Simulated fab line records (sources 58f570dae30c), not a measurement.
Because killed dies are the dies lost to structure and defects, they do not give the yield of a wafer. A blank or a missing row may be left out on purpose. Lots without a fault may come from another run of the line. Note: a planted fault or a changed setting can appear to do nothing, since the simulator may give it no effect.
Check for tools in common + flow berkeleyCmos170 + 42 wafers sampled across 14 lots

== REASON IT WAS OPENED ==
On 2 of the 14 lots, a flag is raised at UCB170_V1_CD_MEAS_12 on the reading cdNm. Fault-free wafers read 700.2 nm, with a standard deviation of 1.5.
Rule: a lot gets a flag if all its wafers with a number sit over 4 standard deviations from that mean, or if no wafer of it has a number. As for the other lots, they are considered sound.

| lot  | measured     | on       | cdNm (nm), wafer by wafer | flag    |
|------|--------------|----------|---------------------------|---------|
| L663 | day 7 03:20  | cdSem-01 | 699.4 699.4 698.9         |         |
| L665 | day 7 08:10  | cdSem-01 | 702.0 700.5 702.7         |         |
| L670 | day 8 18:21  | cdSem-01 | 714.9 714.4 714.8         | FLAGGED |
| L672 | day 9 14:02  | cdSem-01 | 713.3 712.6 713.8         | FLAGGED |
| L676 | day 9 22:24  | cdSem-01 | 701.8 701.3 700.6         |         |
| L677 | day 10 04:36 | cdSem-02 | 701.2 699.5 700.5         |         |
| L678 | day 10 04:42 | cdSem-02 | 699.2 700.6 701.0         |         |
| L679 | day 10 18:55 | cdSem-01 | 700.6 699.9 700.9         |         |
| L680 | day 11 02:08 | cdSem-02 | 701.5 702.2 702.6         |         |
| L682 | day 11 06:49 | cdSem-02 | 703.1 701.0 701.3         |         |
| L683 | day 11 07:03 | cdSem-02 | 699.8 701.1 700.7         |         |
| L684 | day 12 05:11 | cdSem-01 | 696.2 696.9 695.4         |         |
| L685 | day 12 13:24 | cdSem-02 | 698.4 698.1 698.0         |         |
| L686 | day 12 13:43 | cdSem-02 | 700.1 700.5 699.4         |         |
The numbers of the flagged lots are 714.0 nm on average: +13.8 nm against the usual, or +9 standard deviations.

== WHICH TOOL RAN EACH LOT ==
The record holds 1 process step before the reading, out of a route of 331 steps. Read each cell as the tool, then ch plus the chambers that the sampled wafers visited, then the start.
| lot  | flag    | UCB170_V1_PEB_10                 |
|------|---------|----------------------------------|
| L663 |         | lithoTrack-01 ch 0, day 7 03:03  |
| L665 |         | lithoTrack-02 ch 0, day 7 07:53  |
| L670 | FLAGGED | lithoTrack-04 ch 0, day 8 18:04  |
| L672 | FLAGGED | lithoTrack-04 ch 0, day 9 13:46  |
| L676 |         | lithoTrack-01 ch 0, day 9 22:08  |
| L677 |         | lithoTrack-02 ch 0, day 10 04:20 |
| L678 |         | lithoTrack-01 ch 0, day 10 04:26 |
| L679 |         | lithoTrack-01 ch 0, day 10 18:39 |
| L680 |         | lithoTrack-01 ch 0, day 11 01:52 |
| L682 |         | lithoTrack-02 ch 0, day 11 06:33 |
| L683 |         | lithoTrack-02 ch 0, day 11 06:47 |
| L684 |         | lithoTrack-02 ch 0, day 12 04:55 |
| L685 |         | lithoTrack-01 ch 0, day 12 13:08 |
| L686 |         | lithoTrack-01 ch 0, day 12 13:27 |
What is done by these steps:
- UCB170_V1_PEB_10
- UCB170_V1_CD_MEAS_12: target cd 700 nm.

== FLAGGED AGAINST TOTAL, ONE TOOL AT A TIME (gauges that did the reading follow at the end) ==
| step                 | tool          | lots run | flagged | share of the flagged lots | sound lots run after its first flagged lot |
|----------------------|---------------|----------|---------|---------------------------|--------------------------------------------|
| UCB170_V1_PEB_10     | lithoTrack-01 | 7        | 0       | none                      | -                                          |
| UCB170_V1_PEB_10     | lithoTrack-02 | 5        | 0       | none                      | -                                          |
| UCB170_V1_PEB_10     | lithoTrack-04 | 2        | 2       | all                       | 0                                          |
| UCB170_V1_CD_MEAS_12 | cdSem-01      | 7        | 2       | all                       | 3 (L676,L679,L684)                         |
| UCB170_V1_CD_MEAS_12 | cdSem-02      | 7        | 0       | none                      | -                                          |

== WHAT THE TABLE PERMITS ==
lithoTrack-04 at UCB170_V1_PEB_10 and cdSem-01 at UCB170_V1_CD_MEAS_12 are the 2 rows of the table that ran each flagged lot.
- lithoTrack-04 at UCB170_V1_PEB_10 ran 2 lots, 2 of them flagged. With no sound lot run before its first flagged lot in this sample, there is nothing to narrow down the start.
- cdSem-01 at UCB170_V1_CD_MEAS_12 ran 7 lots, 2 of them flagged. Lots that were sound ran on it after the first flagged one (L676, L679, L684); a persistent fault on the entire tool would not allow that.
What remains is a single tool, lithoTrack-04 at UCB170_V1_PEB_10.

== WHAT THE SIMULATOR HAD PUT IN ==
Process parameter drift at UCB170_V1_PEB_10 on lithoTrack-04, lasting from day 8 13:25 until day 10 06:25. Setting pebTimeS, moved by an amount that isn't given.
Lots struck among those shown: L670, L672. Same finding as the rule above.
